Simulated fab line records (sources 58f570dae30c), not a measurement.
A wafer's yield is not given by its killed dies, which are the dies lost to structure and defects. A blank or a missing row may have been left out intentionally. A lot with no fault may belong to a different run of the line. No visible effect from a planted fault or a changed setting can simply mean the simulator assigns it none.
One fault through the eyes of 2 desks | flow berkeley cmos170 | every desk sees just its own numbers, and what lay behind them comes last

== DESK OF THE TOOL OWNER: furnace-04 ==
The tool's own readings at UCB170_START_OXIDATION_02 (target thk 20 nm, ox time 1800 s): means of the sampled wafers that have a number, for each lot that ran on this tool. The brackets show how far a lot's mean lies from the usual mean; more than 4 standard deviations puts the lot out of limits, marked OUT.
Columns: A = tube_center_temp_C_max at UCB170_START_OXIDATION_02, usual 952.5
lot  | first seen here | A
L359 | day 1 13:44     | 952.9
L360 | day 1 19:35     | 952.3
L363 | day 2 09:55     | 952.6
L364 | day 2 15:21     | 952.2
L365 | day 2 20:51     | 952.5
L379 | day 5 16:22     | 952.6
Finding of this desk: none of the 6 lots has anything out of limits.

== FROM THE METROLOGY DESK ==
What the gauges read, lot by lot, whatever tool the lot ran on: means of the sampled wafers that have a number. The brackets show how far a lot's mean lies from the usual mean; more than 4 standard deviations puts the lot out of limits, marked OUT.
Columns: A = FIELD_OXIDE_LEFT_2_THK at UCB170_FIELD_THK_MEAS_91, usual 354 nm; B = cd nm at UCB170_M3_CD_MEAS_15, usual 700.6 nm
lot  | first seen here | A   | B
L360 | day 6 15:08     | 374 | 699.0
L359 | day 6 15:20     | 375 | 701.0
L363 | day 7 14:29     | 359 | 701.2
L365 | day 7 14:46     | 382 | 700.9
L364 | day 7 15:32     | 376 | 702.4
L372 | day 9 04:05     | 347 | 700.0
L371 | day 9 04:14     | 348 | 700.3
L373 | day 9 09:31     | 340 | 700.7
L375 | day 9 18:38     | 353 | 697.5
L374 | day 9 19:11     | 344 | 701.0
L376 | day 9 19:39     | 346 | 699.3
L379 | day 10 11:08    | 357 | 701.0
L381 | day 10 21:53    | 344 | 701.4
L382 | day 11 01:29    | 346 | 700.5
Finding of this desk: none of the 14 lots has anything out of limits.

== BROUGHT TOGETHER ==
The desk of the tool owner found nothing out of limits.
Nothing out of limits was seen by the metrology desk.

== WHAT THE SIMULATOR HAD INSERTED ==
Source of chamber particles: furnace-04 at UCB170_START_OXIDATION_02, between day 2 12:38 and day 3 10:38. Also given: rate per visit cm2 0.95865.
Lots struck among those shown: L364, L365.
